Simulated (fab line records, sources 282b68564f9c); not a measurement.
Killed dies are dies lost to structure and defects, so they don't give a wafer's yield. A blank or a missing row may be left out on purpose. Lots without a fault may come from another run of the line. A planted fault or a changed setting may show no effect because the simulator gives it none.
Which tool did it? | flow rit_cmos | 6 lots, 18 wafers sampled, at 2 steps of a route of 202

WHAT THE GAUGES READ, wafer by wafer
RIT_NLDD_TW_MEAS_10.
lot  | measured    | on            | NLDD_TW
L904 | day 4 13:08 | film_metro-02 | 2507 2519 2507
L906 | day 4 19:54 | film_metro-03 | 2493 2495 2498
L909 | day 5 03:52 | film_metro-03 | 2507 2498 2515
L913 | day 6 00:29 | film_metro-03 | 2505 2512 2498
L914 | day 6 09:41 | film_metro-01 | 2528 2511 2510
L918 | day 6 19:12 | film_metro-03 | 2495 2513 2488

WHICH TOOL RAN EACH LOT (tool, then ch and the chambers of the sampled wafers, then the start)
lot  | RIT_NLDD_IMPLANT_08
L904 | implanter-04 ch 0, day 4 12:52
L906 | implanter-03 ch 0, day 4 19:34
L909 | implanter-02 ch 0, day 5 03:33
L913 | implanter-02 ch 0, day 6 00:10
L914 | implanter-02 ch 0, day 6 09:22
L918 | implanter-04 ch 0, day 6 18:53
- RIT_NLDD_IMPLANT_08

THE ANSWER, worked out from the rows above alone
Rule: what is usual is taken from the lots themselves. Put in order of their means at a reading, lots are off if they are a third of the lots or fewer, leave a main group of 4 or more, and stand apart from it by a gap of 3 or more times the standard deviation of the main group's means; of several such gaps the widest counts. A main group whose means are all the same, to the digits that the tables above print for the reading, isn't used. A lot without any number at a reading at which 4 lots or more have one is off too. The other lots that the step has rows for count as sound.
No lot is off at any reading shown: from this, nothing can be told.

WHAT THE SIMULATOR HAD PUT IN
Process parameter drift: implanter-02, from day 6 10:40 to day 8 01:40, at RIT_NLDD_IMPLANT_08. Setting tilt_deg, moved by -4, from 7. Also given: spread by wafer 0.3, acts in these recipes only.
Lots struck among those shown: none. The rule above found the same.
